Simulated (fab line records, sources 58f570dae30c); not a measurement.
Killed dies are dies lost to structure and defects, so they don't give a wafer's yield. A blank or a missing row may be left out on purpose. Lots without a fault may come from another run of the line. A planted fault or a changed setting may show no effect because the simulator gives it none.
Which tool did it? | flow berkeley_cmos170 | 14 lots, 42 wafers sampled, at 2 steps of a route of 331

WHAT THE GAUGES READ, wafer by wafer
UCB170_GATE_THK_MEAS_05.
lot  | measured     | on            | GATE_POLY_THK (nm)
L479 | day 6 00:48  | film_metro-01 | 215.6 215.6 213.7
L481 | day 6 00:49  | film_metro-04 | 209.9 210.4 209.5
L486 | day 7 05:30  | film_metro-04 | 117.2 114.6 117.7 117.2 114.7 117.7
L487 | day 7 05:30  | film_metro-02 | 112.9 113.3 113.6 113.0 113.3 113.5
L489 | day 7 15:15  | film_metro-04 | 215.2 214.3 214.6
L491 | day 8 00:13  | film_metro-04 | 211.6 210.7 213.6
L495 | day 9 11:19  | film_metro-01 | 206.7 205.9 208.4
L496 | day 9 11:20  | film_metro-02 | 210.3 210.9 210.4
L497 | day 9 11:20  | film_metro-04 | 209.9 208.1 208.9
L498 | day 10 02:53 | film_metro-02 | 215.5 214.9 214.9
L499 | day 10 02:53 | film_metro-04 | 212.6 212.6 214.3
L500 | day 10 06:58 | film_metro-01 | 216.9 216.1 216.3
L501 | day 10 18:25 | film_metro-01 | 210.1 212.7 213.8
L502 | day 10 18:25 | film_metro-02 | 215.0 215.9 214.3

WHICH TOOL RAN EACH LOT (tool, then ch and the chambers of the sampled wafers, then the start)
lot  | UCB170_GATE_CVD_04
L479 | lpcvd-02 ch 1, day 5 23:23
L481 | lpcvd-02 ch 1, day 5 23:23
L486 | lpcvd-01 ch 0, day 7 04:05
L487 | lpcvd-01 ch 1, day 7 04:05
L489 | lpcvd-02 ch 0, day 7 13:50
L491 | lpcvd-02 ch 1, day 7 22:05
L495 | lpcvd-02 ch 1, day 9 09:55
L496 | lpcvd-02 ch 1, day 9 09:55
L497 | lpcvd-02 ch 1, day 9 09:55
L498 | lpcvd-02 ch 1, day 10 01:28
L499 | lpcvd-02 ch 1, day 10 01:28
L500 | lpcvd-01 ch 1, day 10 05:34
L501 | lpcvd-01 ch 0, day 10 17:01
L502 | lpcvd-01 ch 1, day 10 17:01
- UCB170_GATE_CVD_04: deposits poly-Si from SiH4, time 1440 s, target thk 214 nm.

WHAT THE TOOLS THEMSELVES READ (means of the sampled wafers that have a number; where no wafer has one, the mark that the record gives instead)
UCB170_GATE_CVD_04.
lot  | tool     | spike_tc_centre_C (C) | spike_tc_load_C (C) | spike_tc_source_C (C) | susceptor_temp_C (C)
L479 | lpcvd-02 | 612.9                 | 637                 | 633                   | 610.19
L481 | lpcvd-02 | 613.8                 | 638                 | 633                   | 609.99
L486 | lpcvd-01 | 587.7                 | 608                 | 607                   | 584.86
L487 | lpcvd-01 | 586.5                 | 604                 | 602                   | 584.99
L489 | lpcvd-02 | 612.9                 | 632                 | 632                   | 609.59
L491 | lpcvd-02 | 613.1                 | 638                 | 634                   | 609.71
L495 | lpcvd-02 | 613.2                 | 638                 | 634                   | 610.16
L496 | lpcvd-02 | 613.8                 | 638                 | 633                   | 609.79
L497 | lpcvd-02 | 613.7                 | 636                 | 633                   | 610.29
L498 | lpcvd-02 | 614.0                 | 636                 | 632                   | 609.83
L499 | lpcvd-02 | 612.9                 | 638                 | 633                   | 610.04
L500 | lpcvd-01 | 611.5                 | 628                 | 626                   | 609.62
L501 | lpcvd-01 | 613.9                 | 634                 | 631                   | 609.62
L502 | lpcvd-01 | 612.4                 | 628                 | 628                   | 609.86

THE ANSWER, worked out from the rows above alone
Rule: what is usual is taken from the lots themselves. Put in order of their means at a reading, lots are off if they are a third of the lots or fewer, leave a main group of 4 or more, and stand apart from it by a gap of 3 or more times the standard deviation of the main group's means; of several such gaps the widest counts. A main group whose means are all the same, to the digits that the tables above print for the reading, isn't used. A lot without any number at a reading at which 4 lots or more have one is off too. The other lots that the step has rows for count as sound. The gauges are gone through in route order, then the tools' own readings, and for those a lot's mean is taken as printed above. The first step at which some lot is off is used, and at that step the reading that is off furthest; a lot without a number counts as furthest.
Off: L486, L487, at UCB170_GATE_THK_MEAS_05 (GATE_POLY_THK). The main group: mean 212.5 nm, standard deviation 2.8.
A tool fits if, at a process step before that reading, it ran every lot that is off, and no sound lot after the first of them. The gauges at UCB170_GATE_THK_MEAS_05 aren't tried: what is off there is off at UCB170_GATE_CVD_04 too, on other tools, and a gauge's error can't cause that. None of those tried fits.

WHAT THE SIMULATOR HAD PUT IN
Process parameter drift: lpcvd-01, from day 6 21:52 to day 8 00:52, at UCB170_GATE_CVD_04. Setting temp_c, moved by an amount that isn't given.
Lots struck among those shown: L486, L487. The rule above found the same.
